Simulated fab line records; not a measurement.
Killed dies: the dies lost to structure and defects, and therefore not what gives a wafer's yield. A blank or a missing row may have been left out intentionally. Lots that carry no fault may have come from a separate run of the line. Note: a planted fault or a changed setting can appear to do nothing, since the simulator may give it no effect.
Which tool was responsible?	flow berkeley-cmos170	45 wafers from 15 lots sampled at 7 of the route's 331 steps

WHAT THE GAUGES SHOWED, per wafer
UCB170_FIELD_THK_MEAS_02. Usual: FIELD_OXIDE_THK typically reads 563 nm, with standard deviation 11.
lot	measured	on	FIELD_OXIDE_THK (nm)	flag
L497	day 4 10:27	film-metro-01	536 537 546	
L498	day 4 20:08	film-metro-04	551 547 553	
L499	day 5 08:07	film-metro-04	566 572 565	
L500	day 5 17:59	film-metro-04	552 555 546	
L502	day 5 23:02	film-metro-01	583 575 578	
L501	day 5 23:03	film-metro-04	578 574 577	
L505	day 6 12:14	film-metro-04	571 555 566	
L511	day 7 17:50	film-metro-01	549 556 555	
L514	day 8 10:05	film-metro-03	564 563 560	
L515	day 8 10:05	film-metro-01	546 553 558	
L513	day 8 10:07	film-metro-04	561 559 567	
L516	day 8 10:10	film-metro-03	556 559 551	
L517	day 8 10:10	film-metro-04	554 561 549	
L518	day 9 04:59	film-metro-03	577 557 569	
L520	day 9 05:01	film-metro-01	575 564 569	

UCB170_NLDD_OVL_MEAS_07. Usual: NLDD_OVL typically reads 0 nm, with standard deviation 5.
lot	measured	on	NLDD_OVL (nm)	flag
L497	day 6 00:28	overlay-02	-7 -7 -9	
L498	day 6 12:20	overlay-02	-1 -1 0	
L499	day 7 02:07	overlay-02	5 -2 2	
L500	day 7 16:51	overlay-02	-2 1 -7	
L502	day 7 16:58	overlay-02	-2 -4 -4	
L501	day 7 16:51	overlay-01	3 -1 -5	
L505	day 8 08:56	overlay-01	10 7 7	
L511	day 9 09:40	overlay-02	-1 -3 2	
L514	day 10 02:29	overlay-01	-8 -8 -7	
L515	day 10 02:14	overlay-01	0 1 7	
L513	day 10 07:03	overlay-01	-1 -3 -5	
L516	day 10 02:11	overlay-01	8 9 4	
L517	day 10 07:01	overlay-01	-1 3 3	
L518	day 10 22:49	overlay-01	3 -1 -6	
L520	day 10 22:43	overlay-02	0 1 3	

UCB170_PSD_TW_MEAS_10. Usual: PSD_TW typically reads 2346, with standard deviation 14.
lot	measured	on	PSD_TW	flag
L497	day 6 06:40	film-metro-03	2344 2353 2348	
L498	day 6 20:14	film-metro-04	2373 2359 2366	
L499	day 7 09:05	film-metro-02	2861 2875 2864	OFF
L500	day 7 21:54	film-metro-04	2336 2355 2353	
L502	day 7 22:42	film-metro-03	2850 2866 2858	OFF
L501	day 7 22:29	film-metro-02	2876 2865 2873	OFF
L505	day 8 14:58	film-metro-02	2347 2344 2348	
L511	day 9 19:06	film-metro-03	2331 2333 2336	
L514	day 10 09:05	film-metro-04	2365 2369 2363	
L515	day 10 09:07	film-metro-03	2320 2326 2312	
L513	day 10 12:31	film-metro-02	2348 2353 2357	
L516	day 10 08:49	film-metro-04	2374 2365 2362	
L517	day 10 12:15	film-metro-03	2324 2323 2326	
L518	day 11 06:38	film-metro-03	2357 2344 2338	
L520	day 11 06:33	film-metro-04	2357 2354 2344	

UCB170_SDANNEAL_RS_MEAS_02: a four-point-probe measurement. Usual: PSD_RS typically reads 75.50 ohm/sq, with standard deviation 0.29.
lot	measured	on	PSD_RS (ohm/sq)	flag
L497	day 6 11:41	film-metro-02	75.24 75.06 74.93	
L498	day 7 00:34	film-metro-02	75.12 75.42 75.43	
L499	day 7 11:45	film-metro-02	53.76 53.67 53.56	OFF
L500	day 8 00:56	film-metro-03	75.90 75.85 75.16	
L502	day 8 02:04	film-metro-04	53.47 53.53 53.60	OFF
L501	day 8 01:47	film-metro-04	53.60 53.38 53.46	OFF
L505	day 8 19:03	film-metro-03	75.18 75.41 75.24	
L511	day 9 22:34	film-metro-03	75.92 76.06 75.73	
L514	day 10 12:23	film-metro-03	74.97 75.11 75.41	
L515	day 10 12:50	film-metro-02	75.62 75.67 75.61	
L513	day 10 15:22	film-metro-03	75.47 75.69 75.01	
L516	day 10 12:24	film-metro-04	75.76 75.79 75.66	
L517	day 10 15:10	film-metro-02	75.15 75.10 75.13	
L518	day 11 10:41	film-metro-02	75.62 75.61 75.61	
L520	day 11 10:19	film-metro-04	75.48 75.35 75.14	

WHICH TOOL RAN EACH LOT (tool, then ch and the chambers of the sampled wafers, then the start)
lot	UCB170_PLDD_STRIP_10	UCB170_PSD_IMPLANT_08	UCB170_PSD_STRIP_09
L497	plasma-asher-03 ch 0,1, day 5 22:43	implanter-03 ch 0, day 6 06:25	plasma-asher-02 ch 0,1, day 6 06:34
L498	plasma-asher-04 ch 0,1, day 6 10:35	implanter-02 ch 0, day 6 19:58	plasma-asher-02 ch 0,1, day 6 20:08
L499	plasma-asher-04 ch 0,1, day 7 00:35	implanter-02 ch 0, day 7 08:34	plasma-asher-04 ch 0,1, day 7 08:59
L500	plasma-asher-03 ch 0,1, day 7 14:29	implanter-02 ch 0, day 7 21:39	plasma-asher-04 ch 0,1, day 7 21:48
L502	plasma-asher-04 ch 0,1, day 7 14:43	implanter-03 ch 0, day 7 22:08	plasma-asher-01 ch 0,1, day 7 22:36
L501	plasma-asher-01 ch 0,1, day 7 14:38	implanter-04 ch 0, day 7 21:56	plasma-asher-02 ch 1, day 7 22:22
L505	plasma-asher-01 ch 0,1, day 8 07:19	implanter-04 ch 0, day 8 14:43	plasma-asher-04 ch 0,1, day 8 14:52
L511	plasma-asher-01 ch 0,1, day 9 08:16	implanter-04 ch 0, day 9 18:51	plasma-asher-01 ch 0,1, day 9 19:00
L514	plasma-asher-01 ch 0,1, day 10 00:31	implanter-02 ch 0, day 10 08:50	plasma-asher-01 ch 0,1, day 10 08:59
L515	plasma-asher-03 ch 0,1, day 10 00:14	implanter-03 ch 0, day 10 08:52	plasma-asher-02 ch 0,1, day 10 09:01
L513	plasma-asher-03 ch 0,1, day 10 01:05	implanter-02 ch 0, day 10 12:17	plasma-asher-01 ch 0,1, day 10 12:25
L516	plasma-asher-03 ch 0,1, day 10 00:06	implanter-03 ch 0, day 10 08:35	plasma-asher-02 ch 0, day 10 08:43
L517	plasma-asher-03 ch 0,1, day 10 00:41	implanter-03 ch 0, day 10 12:02	plasma-asher-02 ch 0,1, day 10 12:10
L518	plasma-asher-01 ch 0,1, day 10 20:35	implanter-02 ch 0, day 11 06:23	plasma-asher-01 ch 0,1, day 11 06:32
L520	plasma-asher-03 ch 0,1, day 10 20:31	implanter-04 ch 0, day 11 06:21	plasma-asher-02 ch 0,1, day 11 06:28
- UCB170_PLDD_STRIP_10: strips in O2.
- UCB170_PSD_IMPLANT_08
- UCB170_PSD_STRIP_09: strips in O2.

AS READ BY THE TOOLS THEMSELVES (means over the sampled wafers that have a number; for cases with no such wafer, the mark the record gives instead)
UCB170_PLDD_STRIP_10. Usual: drypump-motor-current-A 5.8 A, standard deviation 0.44; oes-product-au 0.734 a.u., standard deviation 0.004; strip-time-to-endpoint-s 21.63 s, standard deviation 0.051.
lot	tool	drypump-motor-current-A (A)	oes-product-au (a.u.)	strip-time-to-endpoint-s (s)	flag
L497	plasma-asher-03	6.3	0.732	21.60	
L498	plasma-asher-04	5.9	0.731	21.60	
L499	plasma-asher-04	5.7	0.738	21.67	
L500	plasma-asher-03	6.3	0.733	21.63	
L502	plasma-asher-04	5.9	0.739	21.69	
L501	plasma-asher-01	5.5	0.731	21.67	
L505	plasma-asher-01	5.5	0.734	21.61	
L511	plasma-asher-01	5.5	0.732	21.60	
L514	plasma-asher-01	5.2	0.729	21.59	
L515	plasma-asher-03	6.1	0.736	21.65	
L513	plasma-asher-03	6.3	0.733	21.68	
L516	plasma-asher-03	6.3	0.735	21.67	
L517	plasma-asher-03	6.1	0.733	21.56	
L518	plasma-asher-01	5.2	0.735	21.67	
L520	plasma-asher-03	6.3	0.733	21.68	

UCB170_PSD_STRIP_09. Usual: drypump-motor-current-A 5.4 A, standard deviation 0.51; oes-product-au 0.600 a.u., standard deviation 0.0041; strip-time-to-endpoint-s 29.38 s, standard deviation 0.079.
lot	tool	drypump-motor-current-A (A)	oes-product-au (a.u.)	strip-time-to-endpoint-s (s)	flag
L497	plasma-asher-02	5.6	0.602	29.50	
L498	plasma-asher-02	5.2	0.601	29.33	
L499	plasma-asher-04	5.8	0.518	37.59	OFF
L500	plasma-asher-04	5.9	0.604	29.34	
L502	plasma-asher-01	5.5	0.515	37.42	OFF
L501	plasma-asher-02	6.0	0.521	37.67	OFF
L505	plasma-asher-04	5.9	0.603	29.42	
L511	plasma-asher-01	5.2	0.606	29.38	
L514	plasma-asher-01	5.2	0.598	29.49	
L515	plasma-asher-02	5.6	0.601	29.30	
L513	plasma-asher-01	5.2	0.597	29.42	
L516	plasma-asher-02	4.8	0.601	29.31	
L517	plasma-asher-02	5.2	0.600	29.38	
L518	plasma-asher-01	5.2	0.601	29.41	
L520	plasma-asher-02	5.2	0.601	29.32	

THE ANSWER, worked out from the rows above alone
Rule: lot off if the mean of its wafers having a number is beyond 3 standard deviations from the usual mean. Also off: a lot with no number at a reading for which 4 or more lots have one. The other lots that the step has rows for count as sound. The gauges are gone through in route order, then the tools' own readings, and for those a lot's mean is taken as printed above. The first step at which some lot is off is used, and at that step the reading that is off furthest; a lot without a number counts as furthest.
Off: L499, L502, L501, seen at UCB170_PSD_TW_MEAS_10 (PSD_TW).
If a tool, at a process step before that reading, ran all the lots that are off and no sound lot after the first of them, it fits. Not tried: the gauges at UCB170_PSD_TW_MEAS_10; whatever is off there is also off at UCB170_PSD_STRIP_09, on other tools, and gauge error can't account for it. Not one of the candidates tried fits.

WHAT THE SIMULATOR HAD INSERTED
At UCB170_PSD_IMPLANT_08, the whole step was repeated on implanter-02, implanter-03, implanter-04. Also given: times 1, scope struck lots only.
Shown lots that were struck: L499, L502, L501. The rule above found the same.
